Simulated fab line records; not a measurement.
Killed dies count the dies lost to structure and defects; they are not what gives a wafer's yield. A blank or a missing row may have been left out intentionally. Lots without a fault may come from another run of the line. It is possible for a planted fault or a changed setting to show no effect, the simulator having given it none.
The same fault as seen by 2 desks ; flow berkeley cmos170 ; each desk holds nothing but its own numbers, with what lay behind them at the end

== FROM THE METROLOGY DESK ==
Means of the sampled wafers that have a number, per lot and without regard to the tool the lot ran on: this is what the gauges read. If a lot's mean is further than 4 standard deviations from the usual mean, the lot is out of limits and carries the mark OUT (the distance appears in the brackets). Of its 13 readings 7 are shown: those that lie furthest out on some lot.
Columns: A = M1_AL_RS at UCB170_M1_RS_MEAS_01, usual 0.0487 ohm/sq; B = M1_AL_THK at UCB170_M1_THK_MEAS_02, usual 591 nm; C = cd nm at UCB170_M1_CD_MEAS_09, usual 699.9 nm; D = V1_TEOS_THK at UCB170_V1_THK_MEAS_01, usual 2003 nm; E = V1_POLISHED_THK at UCB170_V1_THK_MEAS_04, usual 999.8 nm; F = V1_OVL at UCB170_V1_OVL_MEAS_13, usual -1 nm; G = M2_AL_RS at UCB170_M2_RS_MEAS_02, usual 0.03217 ohm/sq
lot;first seen here;A;B;C;D;E;F;G
L813;day 8 22:05;0.0490;591;700.2;2002;999.1;5;0.03182
L814;day 9 08:28;0.0494;582;700.9;2017;999.1;8;0.03212
L817;day 9 10:56;0.0489;596;702.9;2009;1000.3;-5;0.03211
L821;day 10 06:49;0.0486;588;701.5;1986;999.7;-10;0.03267
L820;day 10 07:44;0.0476;602;699.1;1962;998.2;0;0.03210
L827;day 11 02:26;0.0481;595;698.6;2004;1000.1;-1;0.03225
Finding of this desk: none of the 6 lots has anything out of limits.

== THE TOOL OWNER'S DESK: plasma asher-04 ==
The tool's own readings at UCB170_M1_STRIP_13 (strips in O2): means of the sampled wafers that have a number, for each lot that ran on this tool. If a lot's mean is further than 4 standard deviations from the usual mean, the lot is out of limits and carries the mark OUT (the distance appears in the brackets).
Columns: A = chamber pressure mTorr at UCB170_M1_STRIP_13, usual 3500 mTorr; B = drypump motor current A at UCB170_M1_STRIP_13, usual 5.8 A; C = oes product au at UCB170_M1_STRIP_13, usual 0.720 a.u.
lot;first seen here;A;B;C
L814;day 9 10:17;3500;5.8;0.726
L821;day 10 10:04;3500;5.7;0.720
L820;day 10 10:35;3503;5.8;0.723
Finding of this desk: none of the 3 lots has anything out of limits.

== PUT TOGETHER ==
At the metrology desk, nothing out of limits was observed.
The tool owner's desk saw nothing out of limits.

== WHAT THE SIMULATOR HAD PUT IN ==
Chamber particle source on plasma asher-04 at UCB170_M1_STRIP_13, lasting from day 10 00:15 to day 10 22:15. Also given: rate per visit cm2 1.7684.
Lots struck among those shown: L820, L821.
